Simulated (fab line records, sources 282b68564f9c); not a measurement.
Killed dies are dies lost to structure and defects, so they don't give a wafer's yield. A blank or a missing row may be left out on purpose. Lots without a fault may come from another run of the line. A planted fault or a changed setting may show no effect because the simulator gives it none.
Tool commonality check | flow rit_cmos | 12 lots, 36 wafers sampled

WHY IT WAS OPENED
At RIT_ACTIVE_CD_MEAS_11 the reading cd_nm is flagged on 2 of 12 lots. Wafers without a fault read 1400.4 nm, standard deviation 2.6.
Rule: a lot is flagged when every wafer of it that has a number lies more than 4 standard deviations from that mean, or none has a number. The other lots count as sound.

lot  | measured    | on        | cd_nm (nm), wafer by wafer | flag
L264 | day 1 14:37 | cd_sem-02 | 1406.2 1404.7 1404.1       |
L265 | day 1 20:51 | cd_sem-01 | 1395.8 1394.0 1395.1       |
L266 | day 2 03:19 | cd_sem-02 | 1401.9 1403.5 1402.7       |
L267 | day 2 06:31 | cd_sem-02 | 1399.6 1398.5 1399.8       |
L271 | day 3 01:26 | cd_sem-02 | 1333.5 1330.4 1331.0       | FLAGGED
L279 | day 4 17:29 | cd_sem-02 | 1337.9 1338.2 1337.4       | FLAGGED
L280 | day 4 22:36 | cd_sem-02 | 1399.6 1396.6 1398.6       |
L281 | day 5 03:43 | cd_sem-02 | 1402.8 1402.9 1405.0       |
L283 | day 5 13:26 | cd_sem-02 | 1399.0 1398.4 1396.8       |
L285 | day 5 23:26 | cd_sem-02 | 1400.8 1399.3 1400.5       |
L286 | day 6 04:31 | cd_sem-02 | 1398.0 1397.4 1399.9       |
L287 | day 6 09:26 | cd_sem-02 | 1401.4 1399.8 1400.8       |
The numbers of the flagged lots are 1334.7 nm on average: -65.7 nm against the usual, or -25 standard deviations.

WHICH TOOL RAN EACH LOT
The record holds 1 process step before the reading, out of a route of 202 steps. In each cell: the tool, then ch and the chambers that the sampled wafers went through, then the start.
lot  | flag    | RIT_ACTIVE_COAT_06
L264 |         | litho_track-03 ch 0, day 1 13:47
L265 |         | litho_track-02 ch 0, day 1 20:09
L266 |         | litho_track-03 ch 0, day 2 02:38
L267 |         | litho_track-02 ch 0, day 2 05:49
L271 | FLAGGED | litho_track-04 ch 0, day 3 00:44
L279 | FLAGGED | litho_track-04 ch 0, day 4 16:47
L280 |         | litho_track-02 ch 0, day 4 21:47
L281 |         | litho_track-03 ch 0, day 5 02:47
L283 |         | litho_track-03 ch 0, day 5 12:44
L285 |         | litho_track-02 ch 0, day 5 22:44
L286 |         | litho_track-02 ch 0, day 6 03:44
L287 |         | litho_track-03 ch 0, day 6 08:44
What these steps do:
- RIT_ACTIVE_COAT_06: resist thk 1000 nm.
- RIT_ACTIVE_CD_MEAS_11: target cd 1400 nm.

FLAGGED OVER TOTAL, TOOL BY TOOL (the gauges that took the reading come last)
step                  | tool           | lots run | flagged | share of the flagged lots | sound lots run after its first flagged lot
RIT_ACTIVE_COAT_06    | litho_track-02 | 5        | 0       | none                      | -
RIT_ACTIVE_COAT_06    | litho_track-03 | 5        | 0       | none                      | -
RIT_ACTIVE_COAT_06    | litho_track-04 | 2        | 2       | all                       | 0
RIT_ACTIVE_CD_MEAS_11 | cd_sem-01      | 1        | 0       | none                      | -
RIT_ACTIVE_CD_MEAS_11 | cd_sem-02      | 11       | 2       | all                       | 6 (L280,L281,L283,L285,L286,L287)

WHAT THE TABLE ALLOWS
2 rows of the table ran every flagged lot: litho_track-04 at RIT_ACTIVE_COAT_06, cd_sem-02 at RIT_ACTIVE_CD_MEAS_11.
- litho_track-04 at RIT_ACTIVE_COAT_06: 2 of its 2 lots flagged. It ran no sound lot before its first flagged lot in this sample, so the start can't be narrowed down.
- cd_sem-02 at RIT_ACTIVE_CD_MEAS_11: 2 of its 11 lots flagged. Sound lots ran on it after the first flagged one (L280, L281, L283, L285, L286, L287), which a lasting fault on the whole tool wouldn't allow.
One tool is left: litho_track-04 at RIT_ACTIVE_COAT_06.

WHAT THE SIMULATOR HAD PUT IN
Process parameter drift: litho_track-04, from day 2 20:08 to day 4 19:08, at RIT_ACTIVE_COAT_06. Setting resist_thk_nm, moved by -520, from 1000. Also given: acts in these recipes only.
Lots struck among those shown: L271, L279. The rule above found the same.
